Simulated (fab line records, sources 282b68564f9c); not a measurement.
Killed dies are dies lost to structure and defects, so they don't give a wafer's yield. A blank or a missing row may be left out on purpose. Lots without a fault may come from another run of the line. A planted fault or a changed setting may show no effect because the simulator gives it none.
A struck lot beside a sound one | flow rit_cmos | 2 steps out of a route of 202
Sound: wafers L627.2, L627.4, L627.6. Struck: wafers L634.2, L634.4, L634.6. The cause comes at the end.
At each step with rows: each side's tool, then ch and its chambers, then its first start. Under that, the readings that differ: sound wafers | struck wafers | difference of the means | sigmas: that difference in standard deviations of wafers without a fault.
alike: readings whose means differ by less than 2 such deviations, and words and numbers that are the same on both sides. not compared: withheld readings, readings that some wafer has no value for, bounds like >300 that may hide the same value, and numbers for which the record gives no deviation and whose values overlap.
The two part at a step that has a row with sigmas, a row that says differs or no value, or rows on one side only. Numbers that don't overlap but have no deviation are shown without sigmas and don't part them. A reading that every wafer of one side lacks parts them only if that side has two wafers or more.

RIT_ACTIVE_BOW_MEAS_00:
  sound on film_metro-01, day 2 11:01; struck on film_metro-03, day 3 22:01
  alike: INCOMING_BOW
RIT_ACTIVE_OXIDATION_01: target thk 46.8 nm, ox time 3360 s.
  sound on furnace-04 ch 0, day 2 11:07; struck on furnace-04, day 3 22:07
  no value came back on the struck wafers for ox_temp_c (C), ox_temp_c_max, spike_tc_load_C (C), spike_tc_source_C (C); on the sound wafers ox_temp_c (C) reads 994.6 993.6 994.9

WHERE THEY PART
Only at RIT_ACTIVE_OXIDATION_01, within this record.

WHY: what the simulator had put in
Skipped step whole: furnace-04, from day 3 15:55 on, at RIT_ACTIVE_OXIDATION_01. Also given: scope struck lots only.
